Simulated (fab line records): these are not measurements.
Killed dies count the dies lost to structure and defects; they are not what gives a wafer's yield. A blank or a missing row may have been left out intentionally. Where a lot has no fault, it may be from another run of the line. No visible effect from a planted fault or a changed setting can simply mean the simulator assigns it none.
Matching of chambers    flow berkeley cmos170    rie diel-04 running UCB170_GATE_ETCH_14: 4 sister chambers
The step etches BARC in N2/H2. 20 wafers are shown with their chamber, then 10 later ones without.

== WAFERS PAIRED WITH THEIR CHAMBERS ==
wafer   chamber  throttle valve pct (%)  drypump motor current A (A)  oes product au (a.u.)
L076.1  3        13.00                   5.3                          0.995
L076.5  3        13.00                   5.3                          0.991
L076.6  0        13.43                   6.0                          0.991
L078.1  3        13.01                   5.3                          1.004
L078.4  0        13.41                   5.9                          0.972
L078.5  1        13.55                   6.4                          1.000
L081.2  3        13.01                   5.3                          1.008
L081.3  2        13.50                   6.3                          0.988
L081.5  3        13.00                   5.3                          1.004
L082.4  1        13.54                   6.4                          1.008
L082.5  0        13.44                   5.9                          1.000
L082.6  3        13.00                   5.3                          0.994
L083.1  0        13.43                   6.0                          0.983
L083.3  1        13.55                   6.4                          1.008
L083.5  0        13.41                   6.0                          0.984
L087.2  3        13.00                   5.3                          0.994
L087.5  2        13.51                   6.3                          0.993
L087.6  3        13.00                   5.3                          1.001
L091.1  0        13.42                   6.0                          0.982
L091.3  1        13.53                   6.3                          0.998

SIGNATURES, as means of the wafers listed above
reading                  chamber 0  chamber 1  chamber 2  chamber 3  scatter within a chamber
throttle valve pct       13.4233    13.5425    13.5050    13.0025    0.00869
drypump motor current A  5.967      6.375      6.300      5.300      0.0361
oes product au           0.98533    1.00350    0.99050    0.99887    0.00709
Rule: for a wafer and a chamber, the distance is found by dividing, reading by reading, the gap between the wafer's reading and the chamber's mean by the reading's scatter, squaring, summing and taking the root. The wafer belongs to the nearest chamber; if the next one is less than 2 further off, it can't be placed. The scatter: take each reading less its chamber's mean, square it, sum over the shown wafers, divide by the number of wafers less the number of chambers, and take the root.

== WAFERS MISSING THEIR CHAMBER ==
wafer   throttle valve pct (%)  drypump motor current A (A)  oes product au (a.u.)
L091.5  13.02                   5.3                          1.001
L089.1  13.54                   6.4                          1.005
L089.2  13.00                   5.3                          1.005
L089.5  13.01                   5.3                          1.000
L093.1  13.00                   5.3                          1.004
L093.3  13.43                   5.9                          0.972
L093.5  13.42                   5.9                          0.988
L094.1  13.01                   5.3                          1.004
L094.4  13.44                   6.0                          0.979
L094.5  13.43                   6.0                          0.990

== EACH ONE'S CHAMBER ==
wafer   from the rows above  in truth
L091.5  3                    3
L089.1  1                    1
L089.2  3                    3
L089.5  3                    3
L093.1  3                    3
L093.3  0                    0
L093.5  0                    0
L094.1  3                    3
L094.4  0                    0
L094.5  0                    0
Placed correctly: 10 of 10. Not placeable from these rows: 0. 0 placed wrongly.
